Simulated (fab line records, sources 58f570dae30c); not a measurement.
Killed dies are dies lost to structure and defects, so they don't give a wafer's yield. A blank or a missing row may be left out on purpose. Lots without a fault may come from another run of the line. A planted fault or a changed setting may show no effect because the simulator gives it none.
Chamber matching | flow berkeley_cmos170 | UCB170_ZERO_ETCH_06 on rie_diel-01: 4 sister chambers
The step etches SiO2 in CHF3/CF4/Ar, time 12 s. 4 wafers are shown with their chamber, then 8 later ones without.

WAFERS WITH THEIR CHAMBER
wafer  | chamber | drypump_motor_current_A (A)
L074.3 | 2       | 5.9
L083.4 | 1       | 4.9
L083.5 | 0       | 5.9
L087.2 | 3       | 5.9

WAFERS WITHOUT THEIR CHAMBER
wafer  | drypump_motor_current_A (A)
L087.4 | 4.9
L087.6 | 4.9
L089.1 | 5.9
L089.2 | 4.9
L089.5 | 5.9
L090.1 | 4.9
L090.2 | 5.8
L090.3 | 5.9

WHICH CHAMBER EACH WENT THROUGH
wafer  | from the rows above          | in truth
L087.4 | 1                            | 1
L087.6 | 1                            | 1
L089.1 | can't be placed: 0 or 2 or 3 | 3
L089.2 | 1                            | 1
L089.5 | can't be placed: 0 or 2 or 3 | 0
L090.1 | 1                            | 1
L090.2 | can't be placed: 0 or 2 or 3 | 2
L090.3 | can't be placed: 0 or 2 or 3 | 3
Placed correctly: 4 of 8. Can't be placed from these rows: 4 (the true chamber is among the candidates in 4). Placed wrongly: 0.
How it was worked out, from the rows above alone: a wafer's distance from a chamber is the root of the sum, over the readings, of the square of ((its reading less the chamber's mean) divided by the reading's scatter). The wafer belongs to the nearest chamber; if the next one is less than 2 further off, it can't be placed. A chamber's mean is the mean of its shown wafers. The scatter: with one shown wafer a chamber, the root of the mean of the squares of how far each hidden wafer lies from its nearest shown one.
